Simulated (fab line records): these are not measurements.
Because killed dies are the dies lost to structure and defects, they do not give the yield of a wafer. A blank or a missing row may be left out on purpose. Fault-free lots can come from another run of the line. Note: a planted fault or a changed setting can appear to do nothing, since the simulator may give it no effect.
Split-lot study + flow berkeley_cmos170 + 23 wafers read from 5 lots, route of 331 steps

## THE SPLIT ITSELF
At UCB170_V1_EXPOSE_09 (exposes mask VIA1, target cd 700 nm), the setting dose_mj was moved away from the recipe's 37 on 7 of the 23 wafers read, by -4.2% to +3.4%. For the rest of the wafers, this setting stayed at what the recipe calls for.

## FROM THE SPLIT TO THE READING: what the file shows between them, 5 steps
- UCB170_V1_PEB_10
- UCB170_V1_DEVELOP_11: develop time 45 s
- UCB170_V1_CD_MEAS_12: target cd 700 nm
- UCB170_V1_ETCH_14: etches SiO2 in CHF3/CF4/Ar, stops on Al, target depth 1250 nm, time 291 s
- UCB170_V1_STRIP_15: strips in O2

## THE READING
cd_nm, in nm, at UCB170_V1_CD_MEAS_90 (target cd 700 nm). On this fab line, fault-free wafers typically give 700.4 nm with a standard deviation of 1.7 nm.

| wafer  | tool, chamber at the split | dose_mj as run | against the recipe | cd_nm, nm | against lot-mates on the recipe |
|--------|----------------------------|----------------|--------------------|-----------|---------------------------------|
| L078.1 | krf_scanner-01, 0          | 37             | recipe             | 701.4     | -                               |
| L078.2 | krf_scanner-01, 0          | 37             | recipe             | 700.4     | -                               |
| L078.3 | krf_scanner-01, 0          | 37             | recipe             | 701.9     | -                               |
| L078.4 | krf_scanner-01, 0          | 37             | recipe             | 700.0     | -                               |
| L078.5 | krf_scanner-01, 0          | 37             | recipe             | 701.7     | -                               |
| L082.1 | krf_scanner-02, 0          | 37             | recipe             | 698.8     | -                               |
| L082.2 | krf_scanner-02, 0          | 37.76          | +2.1%              | 702.8     | +4.1                            |
| L082.3 | krf_scanner-02, 0          | 37             | recipe             | 698.6     | -                               |
| L082.4 | krf_scanner-02, 0          | 37.76          | +2.1%              | 700.4     | +1.7                            |
| L082.5 | krf_scanner-02, 0          | 37             | recipe             | 698.6     | -                               |
| L083.1 | krf_scanner-02, 0          | 37             | recipe             | 699.9     | -                               |
| L083.2 | krf_scanner-02, 0          | 38.27          | +3.4%              | 705.9     | +5.8                            |
| L083.4 | krf_scanner-02, 0          | 37             | recipe             | 700.5     | -                               |
| L083.5 | krf_scanner-02, 0          | 38.27          | +3.4%              | 706.9     | +6.8                            |
| L083.6 | krf_scanner-02, 0          | 37             | recipe             | 699.9     | -                               |
| L085.1 | krf_scanner-01, 0          | 35.43          | -4.2%              | 692.7     | -8.2                            |
| L085.2 | krf_scanner-01, 0          | 35.43          | -4.2%              | 693.3     | -7.7                            |
| L085.3 | krf_scanner-01, 0          | 37             | recipe             | 701.0     | -                               |
| L085.4 | krf_scanner-01, 0          | 35.43          | -4.2%              | 692.1     | -8.9                            |
| L085.6 | krf_scanner-01, 0          | 37             | recipe             | 700.9     | -                               |
| L084.1 | krf_scanner-02, 0          | 37             | recipe             | 701.7     | -                               |
| L084.5 | krf_scanner-02, 0          | 37             | recipe             | 701.3     | -                               |
| L084.6 | krf_scanner-02, 0          | 37             | recipe             | 700.1     | -                               |

THE FIT
A straight line over all 23 wafers: cd_nm changes by +1.67 nm for each +1% of dose_mj; r = +0.94; the points scatter about the line by 1.2 nm.
The same after taking each lot's own level away (the mean of its wafers on the recipe; 23 wafers): +1.86 nm for each +1%; r = +0.98; scatter 0.69 nm.
On that fit, the largest move of dose_mj shifts the reading by 7.9 nm.
Measured against the standard deviation above, the lots' own levels, which go from 698.67 to 701.08 nm, span 1.4 times it.
In other words, the slope is changed by the lot-to-lot level; the two fits disagree.
Check: for one of the wafers moved furthest among these (-4.2%), held out of the fit, the line's prediction against its lot-mates is -7.96 nm. Against them it came out at -8.25 nm.

## THE WHOLE CHAIN: every reading that the file lists as answering this split, in the file's order
| step                 | what it does                                                              | reading                                                   | change (the file's fit)              | r (the file's) |
|----------------------|---------------------------------------------------------------------------|-----------------------------------------------------------|--------------------------------------|----------------|
| UCB170_V1_CD_MEAS_12 | target cd 700 nm                                                          | cd_nm                                                     | +1.79 nm for each +1% of the setting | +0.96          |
| UCB170_V1_ETCH_14    | etches SiO2 in CHF3/CF4/Ar, stops on Al, target depth 1250 nm, time 291 s | V1.cd_nm (the simulator's own value, which no gauge read) | +1.83 nm for each +1% of the setting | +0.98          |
| UCB170_V1_CD_MEAS_90 | target cd 700 nm                                                          | cd_nm                                                     | +1.84 nm for each +1% of the setting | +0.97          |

## FILE'S OWN FIT
cd_nm changes by +1.84 nm for each +1% of dose_mj, r = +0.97.
